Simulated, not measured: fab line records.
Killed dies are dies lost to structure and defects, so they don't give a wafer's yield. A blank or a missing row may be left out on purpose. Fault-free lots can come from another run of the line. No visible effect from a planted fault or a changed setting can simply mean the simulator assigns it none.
The same fault as seen by 2 desks || flow rit cmos || what lay behind the numbers comes last; until then each desk has only its own

## AT THE METROLOGY DESK
Lot by lot, what the gauges showed, no matter which tool ran the lot: averages of those sampled wafers that carry a number. Marked OUT: a lot whose mean sits more than 4 standard deviations from the usual mean, which makes it out of limits; the brackets give that distance.
Columns: A = PLDD_TW at RIT_PLDD_TW_MEAS_10, usual 2358
{"lot": "L986", "first seen here": "day 3 06:01", "A": 2343}
{"lot": "L987", "first seen here": "day 3 10:22", "A": 2387}
{"lot": "L988", "first seen here": "day 3 13:59", "A": 2337}
{"lot": "L989", "first seen here": "day 3 20:50", "A": 2387}
{"lot": "L990", "first seen here": "day 4 01:12", "A": 2333}
{"lot": "L992", "first seen here": "day 4 08:07", "A": 2326}
{"lot": "L994", "first seen here": "day 4 20:52", "A": 2320}
{"lot": "L995", "first seen here": "day 4 23:21", "A": 2339}
{"lot": "L999", "first seen here": "day 5 20:24", "A": "30 (-83) OUT"}
{"lot": "L105", "first seen here": "day 7 01:07", "A": 2390}
{"lot": "L106", "first seen here": "day 7 07:23", "A": 2392}
{"lot": "L107", "first seen here": "day 7 14:58", "A": 2321}
{"lot": "L108", "first seen here": "day 7 19:08", "A": 2376}
This desk finds L999 out of limits, with the earliest case on L999 at day 5 20:24 (PLDD_TW at RIT_PLDD_TW_MEAS_10). L986, L987, L988, L989, L990, L992, L994, L995, L105, L106, L107, L108: within limits.

## THE TOOL OWNER'S DESK: plasma asher-04
The tool's own readings at RIT_NLDD_STRIP_09 (strips in O2, time 180 s): means of the sampled wafers that have a number, for each lot that ran on this tool. Marked OUT: a lot whose mean sits more than 4 standard deviations from the usual mean, which makes it out of limits; the brackets give that distance.
Columns: A = chamber pressure mTorr at RIT_NLDD_STRIP_09, usual 4000 mTorr; B = drypump motor current A at RIT_NLDD_STRIP_09, usual 6.1 A; C = run length s at RIT_NLDD_STRIP_09, usual 208.1 s
{"lot": "L987", "first seen here": "day 3 08:32", "A": 3997, "B": 6.1, "C": 207.9}
{"lot": "L988", "first seen here": "day 3 12:16", "A": 3998, "B": 6.1, "C": 208.0}
{"lot": "L989", "first seen here": "day 3 19:01", "A": 3998, "B": 6.1, "C": 208.1}
{"lot": "L990", "first seen here": "day 3 23:29", "A": 4001, "B": 6.1, "C": 207.9}
{"lot": "L999", "first seen here": "day 5 18:43", "A": 4000, "B": 6.0, "C": "72.3 (-99 or more) OUT"}
This desk's verdict: out of limits on L999, starting with L999 at day 5 18:43 (run length s at RIT_NLDD_STRIP_09). L987, L988, L989, L990: within limits.

## TAKEN TOGETHER
An alarm could have come from the tool owner's desk at day 5 18:43, on L999.
L999 would have let the metrology desk raise an alarm at day 5 20:24.
Of the lots named, all ran RIT_NLDD_STRIP_09 on plasma asher-04.

## WHAT THE SIMULATOR HAD INSERTED
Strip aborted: plasma asher-04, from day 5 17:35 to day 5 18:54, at RIT_NLDD_STRIP_09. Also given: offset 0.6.
Lots struck among those shown: L999.
Delay (hours) between the fault's onset and each desk's first out-of-limits reading: 1 at the tool owner's desk, 3 at the metrology desk.
